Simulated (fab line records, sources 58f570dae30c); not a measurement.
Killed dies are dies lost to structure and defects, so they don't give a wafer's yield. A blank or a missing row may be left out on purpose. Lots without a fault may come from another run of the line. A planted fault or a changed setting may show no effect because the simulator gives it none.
Which tool did it? | flow berkeley_cmos170 | 14 lots, 42 wafers sampled, at 5 steps of a route of 331

WHAT THE GAUGES READ, wafer by wafer
UCB170_NVT_OVL_MEAS_06.
lot  | measured     | on         | NVT_OVL (nm)
L428 | day 6 00:28  | overlay-01 | 4 12 5
L429 | day 6 00:43  | overlay-01 | -5 -12 -1
L430 | day 6 06:17  | overlay-02 | -6 -5 -3
L431 | day 6 06:19  | overlay-02 | 4 1 5
L433 | day 6 15:34  | overlay-02 | -2 -2 -4
L434 | day 7 04:22  | overlay-01 | 7 6 4
L438 | day 7 19:17  | overlay-02 | 0 -2 1
L440 | day 8 07:34  | overlay-01 | -3 -6 -6
L441 | day 8 15:13  | overlay-01 | 3 -5 5
L442 | day 9 01:43  | overlay-02 | 5 2 -1
L444 | day 9 01:44  | overlay-01 | -2 5 1
L445 | day 9 18:04  | overlay-02 | -5 -11 -8
L449 | day 10 04:13 | overlay-01 | 3 1 4
L451 | day 10 12:30 | overlay-02 | 4 3 12

UCB170_PVT_TW_MEAS_09.
lot  | measured     | on            | PVT_TW
L428 | day 6 02:21  | film_metro-02 | 498.6 499.3 503.5
L429 | day 6 02:37  | film_metro-04 | 502.7 502.8 503.2
L430 | day 6 08:32  | film_metro-02 | 500.8 504.9 501.7
L431 | day 6 08:41  | film_metro-02 | 498.2 506.8 501.3
L433 | day 6 17:29  | film_metro-03 | 506.3 502.7 502.1
L434 | day 7 06:35  | film_metro-02 | 503.4 507.5 504.3
L438 | day 7 23:14  | film_metro-03 | 508.4 505.7 506.0
L440 | day 8 10:27  | film_metro-02 | 501.9 501.9 503.8
L441 | day 8 17:01  | film_metro-03 | 505.9 505.8 507.1
L442 | day 9 04:29  | film_metro-02 | 505.1 502.8 501.7
L444 | day 9 04:44  | film_metro-03 | 504.4 504.9 508.1
L445 | day 9 20:20  | film_metro-02 | 501.9 503.6 500.6
L449 | day 10 07:08 | film_metro-02 | 500.6 504.5 501.7
L451 | day 10 14:38 | film_metro-04 | 497.7 501.1 501.0

UCB170_PLDD_TW_MEAS_11.
lot  | measured     | on            | PLDD_TW
L428 | day 6 18:28  | film_metro-02 | 997 1001 998
L429 | day 6 18:50  | film_metro-03 | 1007 1008 1008
L430 | day 7 01:19  | film_metro-02 | 30 30 30
L431 | day 7 00:34  | film_metro-02 | 1014 1008 1012
L433 | day 7 13:24  | film_metro-03 | 30 30 30
L434 | day 8 00:10  | film_metro-02 | 1000 1004 999
L438 | day 8 15:06  | film_metro-01 | 1017 1016 1011
L440 | day 9 04:51  | film_metro-01 | 1014 1020 1011
L441 | day 9 08:01  | film_metro-01 | 1015 1014 1019
L442 | day 9 21:31  | film_metro-02 | 1000 997 1003
L444 | day 9 21:44  | film_metro-03 | 1005 1008 1002
L445 | day 10 12:00 | film_metro-02 | 1001 998 998
L449 | day 10 23:40 | film_metro-02 | 1002 1004 1000
L451 | day 11 04:43 | film_metro-01 | 1012 1022 1018

UCB170_PSD_CD_MEAS_06: target cd 1200 nm.
lot  | measured     | on        | cd_nm (nm)
L428 | day 7 00:59  | cd_sem-01 | 1199.8 1199.4 1201.4
L429 | day 7 01:13  | cd_sem-02 | 1202.3 1202.9 1201.5
L430 | day 7 08:26  | cd_sem-01 | 1197.5 1197.7 1197.9
L431 | day 7 08:11  | cd_sem-01 | 1200.1 1199.4 1201.2
L433 | day 7 20:59  | cd_sem-01 | 1203.1 1201.3 1200.8
L434 | day 8 09:28  | cd_sem-02 | 1202.8 1202.1 1203.3
L438 | day 9 00:17  | cd_sem-01 | 1198.7 1199.1 1197.5
L440 | day 9 12:38  | cd_sem-02 | 1200.3 1199.0 1199.0
L441 | day 9 18:40  | cd_sem-02 | 1197.4 1199.0 1199.4
L442 | day 10 06:35 | cd_sem-01 | 1200.8 1201.2 1201.5
L444 | day 10 06:31 | cd_sem-02 | 1200.5 1200.7 1200.3
L445 | day 10 19:51 | cd_sem-01 | 1202.0 1203.7 1203.1
L449 | day 11 06:28 | cd_sem-01 | 1202.4 1202.1 1201.6
L451 | day 11 12:40 | cd_sem-02 | 1199.0 1199.8 1198.7

WHICH TOOL RAN EACH LOT (tool, then ch and the chambers of the sampled wafers, then the start)
lot  | UCB170_PLDD_DEVELOP_05
L428 | litho_track-02 ch 0, day 6 17:00
L429 | litho_track-02 ch 0, day 6 18:00
L430 | litho_track-02 ch 0, day 7 00:00
L431 | litho_track-02 ch 0, day 6 23:00
L433 | litho_track-02 ch 0, day 7 12:00
L434 | litho_track-04 ch 0, day 7 23:00
L438 | litho_track-04 ch 0, day 8 14:00
L440 | litho_track-04 ch 0, day 9 04:00
L441 | litho_track-04 ch 0, day 9 07:00
L442 | litho_track-03 ch 0, day 9 20:00
L444 | litho_track-04 ch 0, day 9 21:00
L445 | litho_track-04 ch 0, day 10 11:00
L449 | litho_track-02 ch 0, day 10 22:00
L451 | litho_track-04 ch 0, day 11 04:00
- UCB170_PLDD_DEVELOP_05: develop time 45 s.

WHAT THE TOOLS THEMSELVES READ (means of the sampled wafers that have a number; where no wafer has one, the mark that the record gives instead)
The record holds no such reading with a usual standard deviation.

THE ANSWER, worked out from the rows above alone
Rule: what is usual is taken from the lots themselves. Put in order of their means at a reading, lots are off if they are a third of the lots or fewer, leave a main group of 4 or more, and stand apart from it by a gap of 3 or more times the standard deviation of the main group's means; of several such gaps the widest counts. A main group whose means are all the same, to the digits that the tables above print for the reading, isn't used. A lot without any number at a reading at which 4 lots or more have one is off too. The other lots that the step has rows for count as sound. The gauges are gone through in route order, then the tools' own readings, and for those a lot's mean is taken as printed above. The first step at which some lot is off is used, and at that step the reading that is off furthest; a lot without a number counts as furthest.
Off: L430, L433, at UCB170_PLDD_TW_MEAS_11 (PLDD_TW). The main group: mean 1007, standard deviation 6.9.
A tool fits if, at a process step before that reading, it ran every lot that is off, and no sound lot after the first of them. The gauges at UCB170_PLDD_TW_MEAS_11 are tried like those tools. None of those tried fits.

WHAT THE SIMULATOR HAD PUT IN
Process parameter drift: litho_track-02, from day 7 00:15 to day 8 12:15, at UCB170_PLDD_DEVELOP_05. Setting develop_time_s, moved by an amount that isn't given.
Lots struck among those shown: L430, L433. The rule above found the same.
